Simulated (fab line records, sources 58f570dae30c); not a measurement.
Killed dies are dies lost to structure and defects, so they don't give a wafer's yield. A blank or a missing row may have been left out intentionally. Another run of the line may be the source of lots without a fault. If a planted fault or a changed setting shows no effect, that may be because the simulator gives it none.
Chamber matching / flow berkeleyCmos170 / pecvd-01 running UCB170_V1_CVD_00: 3 sister chambers
The step deposits SiO2 from TEOS/O2, target thk 2000 nm, time 260.8 s. 6 wafers are shown with their chamber, then 8 later ones without.

## EACH WAFER AND ITS CHAMBER
wafer=L827.6; chamber=1; heaterPowerW (W)=223
wafer=L832.3; chamber=1; heaterPowerW (W)=232
wafer=L834.1; chamber=2; heaterPowerW (W)=200
wafer=L834.4; chamber=2; heaterPowerW (W)=258
wafer=L834.6; chamber=0; heaterPowerW (W)=188
wafer=L837.1; chamber=0; heaterPowerW (W)=255

## WAFERS WITHOUT THEIR CHAMBER
wafer=L837.4; heaterPowerW (W)=183
wafer=L837.5; heaterPowerW (W)=175
wafer=L836.1; heaterPowerW (W)=222
wafer=L836.2; heaterPowerW (W)=316
wafer=L836.6; heaterPowerW (W)=254
wafer=L842.3; heaterPowerW (W)=238
wafer=L842.4; heaterPowerW (W)=179
wafer=L842.6; heaterPowerW (W)=326

## CHAMBER TAKEN BY EACH
wafer=L837.4; from the rows above=can't be placed: 0 or 1 or 2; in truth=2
wafer=L837.5; from the rows above=can't be placed: 0 or 1 or 2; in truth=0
wafer=L836.1; from the rows above=can't be placed: 0 or 1 or 2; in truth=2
wafer=L836.2; from the rows above=can't be placed: 2 or 1 or 0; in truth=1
wafer=L836.6; from the rows above=can't be placed: 2 or 1 or 0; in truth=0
wafer=L842.3; from the rows above=can't be placed: 2 or 1 or 0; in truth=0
wafer=L842.4; from the rows above=can't be placed: 0 or 1 or 2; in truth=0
wafer=L842.6; from the rows above=can't be placed: 2 or 1 or 0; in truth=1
Placed correctly: 0 of 8. Can't be placed from these rows: 8 (the true chamber is among the candidates in 8). Number placed wrongly: 0.
How it was worked out, from the rows above alone: a wafer's distance from a chamber is the root of the sum, over the readings, of the square of ((its reading less the chamber's mean) divided by the reading's scatter). The wafer belongs to the nearest chamber; if the next one is less than 2 further off, it can't be placed. Each chamber's mean is taken over the wafers shown for it. The scatter: the root of (the sum of the squares of (reading less its chamber's mean) over the shown wafers, divided by (wafers less chambers)).
